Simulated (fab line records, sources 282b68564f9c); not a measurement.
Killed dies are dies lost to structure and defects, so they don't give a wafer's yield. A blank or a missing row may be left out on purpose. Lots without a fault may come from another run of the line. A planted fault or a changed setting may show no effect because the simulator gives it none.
Which tool did it? | flow rit_cmos | 7 lots, 21 wafers sampled, at 2 steps of a route of 202

WHAT THE GAUGES READ, wafer by wafer
RIT_GATE_THK_MEAS_09.
lot  | measured    | on            | GATE_POLY_THK (nm)
L217 | day 3 00:58 | film_metro-04 | 250.4 252.5 251.7
L219 | day 3 04:52 | film_metro-03 | 249.6 248.6 247.8
L222 | day 3 19:10 | film_metro-03 | 250.4 251.3 249.7
L224 | day 4 10:22 | film_metro-04 | 244.9 246.5 244.7
L227 | day 5 04:47 | film_metro-03 | 248.0 248.5 247.2
L230 | day 5 16:46 | film_metro-04 | 497.7 497.9 499.1
L236 | day 7 05:56 | film_metro-04 | 499.1 501.1 500.2

WHICH TOOL RAN EACH LOT (tool, then ch and the chambers of the sampled wafers, then the start)
lot  | RIT_GATE_CVD_08
L217 | lpcvd-01 ch 1, day 2 23:20
L219 | lpcvd-01 ch 0, day 3 03:14
L222 | lpcvd-01 ch 0, day 3 17:32
L224 | lpcvd-02 ch 1, day 4 07:56
L227 | lpcvd-02 ch 1, day 5 03:10
L230 | lpcvd-02 ch 1, day 5 11:44
L236 | lpcvd-02 ch 1, day 7 02:31
- RIT_GATE_CVD_08: deposits poly-Si from SiH4, target thk 250 nm, time 2220 s.

THE ANSWER, worked out from the rows above alone
Rule: what is usual is taken from the lots themselves. Put in order of their means at a reading, lots are off if they are a third of the lots or fewer, leave a main group of 4 or more, and stand apart from it by a gap of 3 or more times the standard deviation of the main group's means; of several such gaps the widest counts. A main group whose means are all the same, to the digits that the tables above print for the reading, isn't used. A lot without any number at a reading at which 4 lots or more have one is off too. The other lots that the step has rows for count as sound.
Off: L230, L236, at RIT_GATE_THK_MEAS_09 (GATE_POLY_THK). The main group: mean 248.8 nm, standard deviation 2.1.
A tool fits if, at a process step before that reading, it ran every lot that is off, and no sound lot after the first of them. The gauges at RIT_GATE_THK_MEAS_09 are tried like those tools. Can't be told from this: 2 tools fit, lpcvd-02 at RIT_GATE_CVD_08, film_metro-04 at RIT_GATE_THK_MEAS_09.

WHAT THE SIMULATOR HAD PUT IN
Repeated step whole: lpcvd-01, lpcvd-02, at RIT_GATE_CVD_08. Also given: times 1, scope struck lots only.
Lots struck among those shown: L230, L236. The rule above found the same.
